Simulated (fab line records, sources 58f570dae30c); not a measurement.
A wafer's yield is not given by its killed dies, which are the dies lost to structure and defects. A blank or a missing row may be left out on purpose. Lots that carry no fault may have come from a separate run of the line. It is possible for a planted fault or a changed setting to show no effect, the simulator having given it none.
Struck lot and sound lot, side by side || flow berkeley cmos170 || 43 out of 331 route steps
Sound: the wafers L953.2, L953.4, L953.6. Wafers struck: L969.2, L969.3, L969.5. The cause is given at the end.
Per side, at each step with rows, come the tool, then ch with its chambers, and then its first start. Under that, the readings that differ: sound wafers || struck wafers || difference of the means || sigmas: that difference in standard deviations of wafers without a fault.
alike: same words and numbers on both sides, and readings whose means sit less than 2 such deviations apart. not compared: any withheld reading, any reading some wafer has no value for, any bound like >300 that may hide the same value, and any number with overlapping values for which the record gives no deviation.
Wherever a step has rows on one side only, a row that says differs or no value, or a row with sigmas, the two part there. Non-overlapping numbers with no deviation appear without sigmas and do not part them. Lack of a reading on every wafer of one side parts them only where that side has two or more wafers.

UCB170_SDANNEAL_RTA_01: time 5 s.
  sound on rtp anneal-01 ch 0, day 8 11:41; struck on rtp anneal-02 ch 0, day 11 13:06
{"reading": "lamp power pct (%)", "sound": "38.8 38.8 38.8", "struck": "34.3 34.3 34.2", "difference": -4.5, "sigmas": -2}
{"reading": "wafer_temp_C_max", "sound": "1053.8 1054.0 1054.6", "struck": "1056.7 1059.4 1056.6", "difference": "+3.4", "sigmas": "+2"}
UCB170_SDANNEAL_RS_MEAS_02: uses a four-point probe to measure.
  sound on film metro-03 at day 8 11:44; struck on film metro-03 at day 11 13:10
  alike: PSD_RS
UCB170_SDANNEAL_RS_MEAS_03: uses a four-point probe to measure.
  sound on film metro-03 at day 8 11:52; struck on film metro-03 at day 11 13:17
  alike: NSD_RS
UCB170_SDANNEAL_RS_MEAS_04: uses a four-point probe to measure.
  sound on film metro-03 at day 8 11:59; struck on film metro-03 at day 11 13:25
  alike: PLDD_RS
UCB170_SDANNEAL_RS_MEAS_05: uses a four-point probe to measure.
  sound on film metro-03 at day 8 12:06; struck on film metro-03 at day 11 13:32
  alike: NLDD_RS
then, 2 steps without rows for these wafers: UCB170_SILICIDE_PRE_CLEAN_00 (preclean etch time 60 s); UCB170_SILICIDE_SPUTTER_01 (material Ti, target thk 30 nm, time 25 s).
UCB170_SILICIDE_RS_MEAS_02: uses a four-point probe to measure.
  sound on film metro-03 at day 8 12:22; struck on film metro-01 at day 11 13:45
{"reading": "SILICIDE_TI_RS (ohm/sq)", "sound": "26.4 26.8 26.4", "struck": "25.6 25.8 25.7", "difference": -0.8, "sigmas": -3}
UCB170_SILICIDE_THK_MEAS_03: measures by xrf.
  sound on film metro-03 at day 8 12:29; struck on film metro-01 at day 11 13:52
{"reading": "SILICIDE_TI_THK (nm)", "sound": "29.4 29.0 29.2", "struck": "30.3 30.2 30.2", "difference": "+1.0", "sigmas": "+3"}
UCB170_SILICIDE_RTA_04: time 15 s.
  sound on rtp anneal-01 ch 0, day 8 12:32; struck on rtp anneal-01 ch 0, day 11 13:55
  alike: lamp power pct, wafer_temp_C_max
then, 2 steps without rows for these wafers: UCB170_SILICIDE_WET_ETCH_05 (etches Ti in SPM, time 45 s); UCB170_CONTACT_CLEAN_00 (cleans in SPM, time 600 s).
UCB170_CONTACT_CVD_01: deposits PSG from SiH4/O2/PH3, target thk 700 nm, time 2820 s.
  sound on lpcvd-01 ch 0, day 8 14:07; struck on lpcvd-01 ch 0, day 11 14:11
{"reading": "pressure mtorr (mTorr)", "sound": "300.1 299.9 300.3", "struck": "240.2 239.5 239.4", "difference": -60.4, "sigmas": -96}
{"reading": "model.PSG_of_CONTACT_CVD_01.thk nm (nm)", "sound": "710.4 704.4 704.5", "struck": "623 619 624.3", "difference": -84, "sigmas": ""}
  alike: sih4 flow sccm, zone power load pct
UCB170_CONTACT_THK_MEAS_02:
  sound on film metro-02 at day 8 15:55; struck on film metro-04 at day 11 16:12
{"reading": "CONTACT_PSG_THK (nm)", "sound": "711 704 705", "struck": "623 619 624", "difference": -85, "sigmas": -11}
  not compared: hold
then, 4 steps without rows for these wafers: UCB170_CONTACT_COAT_04 (resist thk 900 nm); UCB170_CONTACT_SOFTBAKE_05 (time 60 s); UCB170_CONTACT_STRIP_06 (strips in O2); UCB170_CONTACT_CLEAN_07 (cleans in SPM, time 600 s).
UCB170_CONTACT_RTA_08: time 10 s.
  sound on rtp anneal-01 ch 0, day 8 16:42; struck on rtp anneal-02 ch 0, day 11 23:10
{"reading": "lamp power pct (%)", "sound": "25.2 25.2 25.2", "struck": "22.2 22.2 22.2", "difference": -3.0, "sigmas": -2}
  alike: wafer_temp_C_max
then, 6 steps without rows for these wafers: UCB170_CONTACT_COAT_09; UCB170_CONTACT_COAT_10 (resist thk 900 nm); UCB170_CONTACT_SOFTBAKE_11 (time 60 s); UCB170_CONTACT_EXPOSE_12 (exposes mask CONT, target cd 700 nm); UCB170_CONTACT_PEB_13; UCB170_CONTACT_DEVELOP_14 (develop time 45 s).
UCB170_CONTACT_CD_MEAS_15 targets a cd of 700 nm.
  sound on cd sem-01 at day 8 18:23; struck on cd sem-02 at day 12 00:17
  alike: cd nm
UCB170_CONTACT_OVL_MEAS_16:
  sound on overlay-02 at day 8 18:29; struck on overlay-01 at day 12 00:28
  alike: CONTACT_OVL
UCB170_CONTACT_ETCH_17: etches BARC in N2/H2.
  sound on rie diel-04 ch 0,1, day 8 18:31; struck on rie diel-03 ch 0,2,3, day 12 00:29
  alike: drypump motor current A, n2 flow sccm, oes product au, throttle valve pct
UCB170_CONTACT_ETCH_18: etches PSG in CHF3/CF4/Ar, stops on TiSi2, target depth 840 nm, time 195 s.
  sound: rie diel-04 ch 0,1; struck: rie diel-03 ch 0,2,3
{"reading": "oes product au (a.u.)", "sound": "0.898 0.901 0.886", "struck": "0.852 0.842 0.830", "difference": -0.054, "sigmas": -4}
{"reading": "model.CONTACT.feature depth nm (nm)", "sound": "710.4 704.4 704.5", "struck": "623 619 624.3", "difference": -84, "sigmas": ""}
{"reading": "model.etch.depth nm (nm)", "sound": "710.4 704.4 704.5", "struck": "623 619 624.3", "difference": -84, "sigmas": ""}
  alike: drypump motor current A, throttle valve pct
  not compared: rf hours counter h
then, 1 step without rows for these wafers: UCB170_CONTACT_STRIP_19 (strips in O2).
UCB170_CONTACT_CD_MEAS_90 targets a cd of 700 nm.
  sound on cd sem-01 at day 8 18:59; struck on cd sem-01 at day 12 00:56
  alike: cd nm
then, 1 step without rows for these wafers: UCB170_CONTACT_CLEAN_20 (cleans in SPM, time 600 s).
UCB170_M1_SPUTTER_00: material Al, target thk 600 nm, time 80 s.
  sound on pvd sputter-02 at day 8 19:16; struck on pvd sputter-04 at day 12 01:21
  alike: throttle valve pct
UCB170_M1_RS_MEAS_01: uses a four-point probe to measure.
  sound on film metro-02 at day 8 19:20; struck on film metro-01 at day 12 01:54
{"reading": "M1_AL_RS (ohm/sq)", "sound": "0.0470 0.0471 0.0476", "struck": "0.0485 0.0485 0.0488", "difference": "+0.0014", "sigmas": "+3"}
UCB170_M1_THK_MEAS_02: measures by xrf.
  sound on film metro-02 at day 8 19:27; struck on film metro-01 at day 12 02:01
{"reading": "M1_AL_THK (nm)", "sound": "629 625 620", "struck": "608 608 607", "difference": -17, "sigmas": -2}
then, 6 steps without rows for these wafers: UCB170_M1_COAT_03; UCB170_M1_COAT_04 (resist thk 900 nm); UCB170_M1_SOFTBAKE_05 (time 60 s); UCB170_M1_EXPOSE_06 (exposes mask METAL1, target cd 700 nm); UCB170_M1_PEB_07; UCB170_M1_DEVELOP_08 (develop time 45 s).
UCB170_M1_METAL_ETCH_12: etches Al in Cl2/BCl3, stops on PSG, target depth 780 nm, time 130 s.
  sound on rie metal-02 ch 0,1, day 8 22:10; struck on rie metal-01 ch 0,1, day 12 03:56
{"reading": "model.PSG_of_CONTACT_CVD_01.thk nm (nm)", "sound": "672.7 666.8 667", "struck": "586.4 582.1 587.2", "difference": -83.6, "sigmas": ""}
  alike: drypump motor current A, oes product au, throttle valve pct
  not compared: rf hours counter h
UCB170_M3_PROBE_99:
  only the struck wafers here have rows in the record (prober-02, day 12 17:50); the sound ones have none

== WHERE THEY PART ==
Last at UCB170_M3_PROBE_99 as far as this record goes, first at UCB170_SDANNEAL_RTA_01.

WHY: whatever the simulator had introduced
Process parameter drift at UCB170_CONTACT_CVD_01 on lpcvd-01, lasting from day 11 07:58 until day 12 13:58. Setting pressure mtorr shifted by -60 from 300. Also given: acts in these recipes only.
